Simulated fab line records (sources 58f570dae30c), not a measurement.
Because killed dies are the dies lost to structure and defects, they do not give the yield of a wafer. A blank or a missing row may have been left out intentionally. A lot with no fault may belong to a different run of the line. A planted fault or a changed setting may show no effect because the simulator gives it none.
One fault seen from 2 desks / flow berkeley_cmos170 / each desk has only its own numbers; what lay behind them comes last

## TOOL OWNER'S DESK, implanter-02
For each lot that ran on this tool, the mean over its sampled wafers that have a number, from the tool's own readings at UCB170_PWELL_IMPLANT_15. A lot is out of limits, marked OUT, if its mean lies more than 4 standard deviations from the usual mean; the brackets give that distance.
Columns: A = dose_ions_cm2 at UCB170_PWELL_IMPLANT_15, usual 5e+12; B = faraday_current_uA at UCB170_PWELL_IMPLANT_15, usual 15.9
lot=L130; first seen here=day 3 08:52; A=5e+12; B=16.0
lot=L134; first seen here=day 3 20:50; A=5e+12; B=15.8
lot=L142; first seen here=day 5 20:41; A=6e+12 (+99 or more) OUT; B=17.9 (+5.9) OUT
lot=L143; first seen here=day 6 03:04; A=6e+12 (+99 or more) OUT; B=17.9 (+5.8) OUT
This desk's verdict: out of limits on L142, L143, starting with L142 at day 5 20:41 (dose_ions_cm2 at UCB170_PWELL_IMPLANT_15). In limits: L130, L134.

## THE METROLOGY DESK
Lot by lot, what the gauges showed, no matter which tool ran the lot: averages of those sampled wafers that carry a number. A lot is out of limits, marked OUT, if its mean lies more than 4 standard deviations from the usual mean; the brackets give that distance.
Columns: A = PWELL_TW at UCB170_PWELL_TW_MEAS_17, usual 377.2; B = cd_nm at UCB170_PSD_CD_MEAS_06, usual 1200.5 nm; C = NSD_OVL at UCB170_NSD_OVL_MEAS_07, usual 1 nm
lot=L130; first seen here=day 3 09:04; A=377.2; B=1197.8; C=-0
lot=L131; first seen here=day 3 10:46; A=376.1; B=1199.7; C=-4
lot=L132; first seen here=day 3 16:46; A=374.8; B=1201.9; C=7
lot=L133; first seen here=day 3 20:32; A=378.5; B=1202.2; C=-1
lot=L134; first seen here=day 3 21:04; A=375.9; B=1201.6; C=4
lot=L135; first seen here=day 4 03:23; A=376.7; B=1199.8; C=5
lot=L142; first seen here=day 5 20:56; A=388.2 (+5.2) OUT; B=1200.0; C=3
lot=L143; first seen here=day 6 03:17; A=393.3 (+7.7) OUT; B=1201.1; C=4
lot=L144; first seen here=day 6 07:56; A=379.1; B=1202.3; C=4
lot=L148; first seen here=day 6 22:59; A=380.7; B=1200.0; C=-4
lot=L147; first seen here=day 6 23:07; A=376.3; B=1199.7; C=2
lot=L149; first seen here=day 7 07:10; A=379.2; B=1198.7; C=1
lot=L151; first seen here=day 7 16:28; A=377.8; B=1201.7; C=3
lot=L152; first seen here=day 7 22:02; A=375.7; B=1199.9; C=-0
This desk's finding: out of limits on L142, L143; first on L142, day 5 20:56 (PWELL_TW at UCB170_PWELL_TW_MEAS_17). In limits: L130, L131, L132, L133, L134, L135, L144, L148, L147, L149, L151, L152.

## BROUGHT TOGETHER
The tool owner's desk could have raised an alarm at day 5 20:41, on L142, L143.
Metrology desk: alarm possible at day 5 20:56 on L142, L143.
All the named lots went through UCB170_PWELL_IMPLANT_15 on implanter-02.

## WHAT THE SIMULATOR PUT IN
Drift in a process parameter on implanter-02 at UCB170_PWELL_IMPLANT_15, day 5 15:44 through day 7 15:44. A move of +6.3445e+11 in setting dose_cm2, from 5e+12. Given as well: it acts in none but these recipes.
Shown lots that were struck: L142, L143.
Time in hours from fault onset to the first out-of-limits reading at each desk: tool owner's desk 5, metrology desk 5.
